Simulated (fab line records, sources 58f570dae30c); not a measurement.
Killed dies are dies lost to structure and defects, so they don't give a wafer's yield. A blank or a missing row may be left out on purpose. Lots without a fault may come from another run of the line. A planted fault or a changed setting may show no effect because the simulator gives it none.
A struck lot beside a sound one | flow berkeley_cmos170 | 15 steps out of a route of 331
Sound: wafers L827.2, L827.4, L827.5. Struck: wafers L833.2, L833.4, L833.5. The cause comes at the end.
At each step with rows: each side's tool, then ch and its chambers, then its first start. Under that, the readings that differ: sound wafers | struck wafers | difference of the means | sigmas: that difference in standard deviations of wafers without a fault.
alike: readings whose means differ by less than 2 such deviations, and words and numbers that are the same on both sides. not compared: withheld readings, readings that some wafer has no value for, bounds like >300 that may hide the same value, and numbers for which the record gives no deviation and whose values overlap.
The two part at a step that has a row with sigmas, a row that says differs or no value, or rows on one side only. Numbers that don't overlap but have no deviation are shown without sigmas and don't part them. A reading that every wafer of one side lacks parts them only if that side has two wafers or more.

UCB170_NWELL_ETCH_13: etches Si3N4 in CH3F/Ar/O2, stops on SiO2, target depth 246.4 nm, time 154 s.
  sound on rie_diel-03 ch 0,2, day 2 15:20; struck on rie_diel-02 ch 1,3, day 3 10:14
  alike: drypump_motor_current_A, oes_product_au, throttle_valve_pct
  not compared: rf_hours_counter_h
then, 1 step without rows for these wafers: UCB170_NWELL_IMPLANT_14.
UCB170_NWELL_STRIP_15: strips in O2.
  sound on plasma_asher-04 ch 0,1, day 2 15:35; struck on plasma_asher-01 ch 0,1, day 3 10:29
  alike: drypump_motor_current_A, oes_product_au, strip_time_to_endpoint_s
  not compared: rf_hours_counter_h
UCB170_NWELL_TW_MEAS_16:
  sound on film_metro-04, day 2 15:41; struck on film_metro-03, day 3 10:35
  alike: NWELL_TW
then, 6 steps without rows for these wafers: UCB170_NWELL_CLEAN_17 (cleans in SPM, time 600 s); UCB170_NWELL_WET_ETCH_18 (etches Si3N4 in H3PO4, time 14400 s); UCB170_NWELL_WET_ETCH_19 (etches SiO2 in BOE, time 22 s); UCB170_PWELL_CLEAN_00 (cleans in SPM, time 600 s); UCB170_PWELL_CLEAN_01 (cleans in dHF, time 60 s); UCB170_PWELL_OXIDATION_02 (target thk 26.4 nm, ox time 1260 s).
UCB170_PWELL_THK_MEAS_03:
  sound on film_metro-02, day 3 00:14; struck on film_metro-02, day 3 18:52
  alike: PWELL_OXIDE_THK
then, 1 step without rows for these wafers: UCB170_PWELL_ANNEAL_04 (time 900 s).
UCB170_PWELL_CVD_05: deposits Si3N4 from SiH2Cl2/NH3, target thk 220 nm, time 3300 s.
  sound on lpcvd-01 ch 1, day 3 05:15; struck on lpcvd-02 ch 1, day 3 23:22
  reading                                 | sound           | struck            | difference | sigmas
  model.Si3N4_of_PWELL_CVD_05.thk_nm (nm) | 217.1 216.6 218 | 116.5 117.8 117.6 | -99.9      |
  alike: zone_power_centre_pct
UCB170_PWELL_THK_MEAS_06:
  sound on film_metro-03, day 3 07:11; struck on film_metro-03, day 4 01:31
  reading                | sound             | struck            | difference | sigmas
  PWELL_NITRIDE_THK (nm) | 217.1 216.5 218.2 | 116.5 117.7 117.7 | -100.0     | -45
  not compared: hold
UCB170_M3_PROBE_99:
  the record has rows for the sound wafers here (prober-02, day 8 02:52) and none for the struck ones

WHERE THEY PART
First at UCB170_PWELL_THK_MEAS_06; last, within this record, at UCB170_M3_PROBE_99.

WHY: what the simulator had put in
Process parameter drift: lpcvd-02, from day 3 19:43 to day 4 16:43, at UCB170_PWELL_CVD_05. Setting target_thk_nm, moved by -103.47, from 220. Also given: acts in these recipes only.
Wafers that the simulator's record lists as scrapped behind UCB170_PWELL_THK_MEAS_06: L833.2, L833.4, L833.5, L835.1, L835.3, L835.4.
